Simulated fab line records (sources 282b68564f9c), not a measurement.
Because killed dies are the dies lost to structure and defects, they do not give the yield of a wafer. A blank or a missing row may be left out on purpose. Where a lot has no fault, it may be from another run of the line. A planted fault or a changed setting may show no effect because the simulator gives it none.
Which of the tools did it? + flow rit cmos + 36 wafers from 12 lots sampled at 2 of the route's 202 steps

== WHAT EACH GAUGE READ, for each wafer ==
Not one reading of a measure or inspect step in the record can be checked against a usual standard deviation.

== TOOL THAT RAN EACH LOT (tool first, then ch and the chambers of the sampled wafers, then the start) ==
| lot  | RIT_M1_METAL_ETCH_12             | RIT_M1_PROBE_99        |
|------|----------------------------------|------------------------|
| L524 | rie metal-04 ch 0,1, day 3 11:10 | -                      |
| L525 | rie metal-01 ch 0, day 3 15:46   | -                      |
| L526 | rie metal-02 ch 0,1, day 3 21:06 | -                      |
| L527 | rie metal-04 ch 0,1, day 4 03:04 | -                      |
| L528 | rie metal-01 ch 0,1, day 4 11:00 | -                      |
| L529 | rie metal-02 ch 0,1, day 4 13:07 | -                      |
| L530 | rie metal-01 ch 0,1, day 4 19:14 | -                      |
| L539 | rie metal-01 ch 0,1, day 6 17:47 | prober-01, day 6 20:02 |
| L541 | rie metal-01 ch 0,1, day 7 08:49 | prober-01, day 7 11:08 |
| L544 | rie metal-04 ch 0,1, day 8 03:22 | prober-01, day 8 06:36 |
| L545 | rie metal-02 ch 0,1, day 8 14:47 | -                      |
| L546 | rie metal-04 ch 0,1, day 8 21:20 | prober-02, day 9 00:30 |
- RIT_M1_METAL_ETCH_12: etches Al in Cl2/BCl3, stops on SiO2, time 165 s, target depth 600 nm.
- RIT_M1_PROBE_99

== WHAT THE TOOLS THEMSELVES READ (means of the sampled wafers that have a number; where no wafer has one, the mark that the record gives instead) ==
RIT_M1_METAL_ETCH_12. Usual: chamber pressure mTorr 99.99 mTorr, standard deviation 0.092; drypump motor current A 5.5 A, standard deviation 0.36; oes product au 0.776 a.u., standard deviation 0.0096; throttle valve pct 8.43 %, standard deviation 0.11.
| lot  | tool         | chamber pressure mTorr (mTorr) | drypump motor current A (A) | oes product au (a.u.) | throttle valve pct (%) | flag |
|------|--------------|--------------------------------|-----------------------------|-----------------------|------------------------|------|
| L524 | rie metal-04 | 99.91                          | 5.3                         | 0.771                 | 8.40                   |      |
| L525 | rie metal-01 | 99.97                          | 5.6                         | 0.789                 | 8.56                   |      |
| L526 | rie metal-02 | 99.99                          | 5.9                         | 0.778                 | 8.40                   |      |
| L527 | rie metal-04 | 99.95                          | 5.2                         | 0.770                 | 8.37                   |      |
| L528 | rie metal-01 | 99.97                          | 5.4                         | 0.775                 | 8.53                   |      |
| L529 | rie metal-02 | 99.95                          | 5.9                         | 0.781                 | 8.41                   |      |
| L530 | rie metal-01 | 100.01                         | 5.4                         | 0.774                 | 8.54                   |      |
| L539 | rie metal-01 | 99.86                          | 5.4                         | 0.776                 | 8.54                   |      |
| L541 | rie metal-01 | 100.05                         | 5.4                         | 0.783                 | 8.53                   |      |
| L544 | rie metal-04 | 100.01                         | 5.3                         | 0.783                 | 8.39                   |      |
| L545 | rie metal-02 | 100.04                         | 6.0                         | 0.774                 | 8.30                   |      |
| L546 | rie metal-04 | 99.95                          | 5.3                         | 0.779                 | 8.40                   |      |

RIT_M1_PROBE_99. Usual: defect limited yield 97.2 %, standard deviation 1.2; killed_at_M0_to_M3 0.0, standard deviation 0.083; killed at contacts 0.1, standard deviation 0.27; killed at front end 7, standard deviation 3.1; killed dies 7, standard deviation 3.2; killed open 3.8, standard deviation 2.1; killed short 3.6, standard deviation 2; sort_bin_3_pad_short 0.1 %, standard deviation 0.22; sort_bin_5_function 1.7 %, standard deviation 0.8; sort_bin_6_memory 1.0 %, standard deviation 0.64; sort n pass 257, standard deviation 3.2; sort yield pct 97.2 %, standard deviation 1.2.
| lot  | tool      | defect limited yield (%) | killed_at_M0_to_M3 | killed at contacts | killed at front end | killed dies | killed open | killed short | sort_bin_3_pad_short (%) | sort_bin_5_function (%) | sort_bin_6_memory (%) | sort n pass | sort yield pct (%) | flag |
|------|-----------|--------------------------|--------------------|--------------------|---------------------|-------------|-------------|--------------|--------------------------|-------------------------|-----------------------|-------------|--------------------|------|
| L539 | prober-01 | 95.3                     | 4.7                | 0.0                | 8                   | 12          | 4.0         | 3.7          | 0.4                      | 3.3                     | 1.0                   | 252         | 95.3               | OFF  |
| L541 | prober-01 | 94.8                     | 4.7                | 0.0                | 9                   | 14          | 4.0         | 5.0          | 0.1                      | 3.3                     | 1.8                   | 250         | 94.8               | OFF  |
| L544 | prober-01 | 95.3                     | 0.0                | 0.0                | 12                  | 12          | 5.7         | 6.7          | 0.0                      | 3.0                     | 1.6                   | 252         | 95.3               |      |
| L546 | prober-02 | 97.5                     | 0.0                | 0.0                | 7                   | 7           | 4.7         | 2.0          | 0.0                      | 1.3                     | 1.3                   | 257         | 97.5               |      |

== THE ANSWER, worked out from the rows above alone ==
Rule: take the mean of a lot's wafers that have a number; if it is more than 3 standard deviations from the usual mean, the lot is off. A lot without any number at a reading at which 4 lots or more have one is off too. Any other lot the step has rows for is counted as sound. After the gauges, taken in route order, come the tools' own readings; for these a lot's mean is taken, as printed above. The first step at which some lot is off is used, and at that step the reading that is off furthest; a lot without a number counts as furthest.
Off: L539, L541, at RIT_M1_PROBE_99 (killed_at_M0_to_M3). Neither off nor sound, because the step has no rows for them: L524, L525, L526, L527, L528, L529, L530, L545.
If a tool, at that step or one of the process steps before it, ran each lot that is off and ran no sound lot following the first of them, it fits. One candidate fits, namely rie metal-01 at RIT_M1_METAL_ETCH_12. It ran no sound lot before its first lot that is off in this sample, so the start can't be narrowed down.
The tool's own readings at RIT_M1_METAL_ETCH_12 bear it out: on the lots that are off they differ by more than 5 times the standard deviation of the sound lots' means. drypump motor current A reads 5.4 A there against 5.3 A on the sound lots; throttle valve pct reads 8.54 % there against 8.39 % on the sound lots.

== WHAT THE SIMULATOR HAD INSERTED ==
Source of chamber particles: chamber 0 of rie metal-01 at RIT_M1_METAL_ETCH_12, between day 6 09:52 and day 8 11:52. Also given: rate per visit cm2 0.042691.
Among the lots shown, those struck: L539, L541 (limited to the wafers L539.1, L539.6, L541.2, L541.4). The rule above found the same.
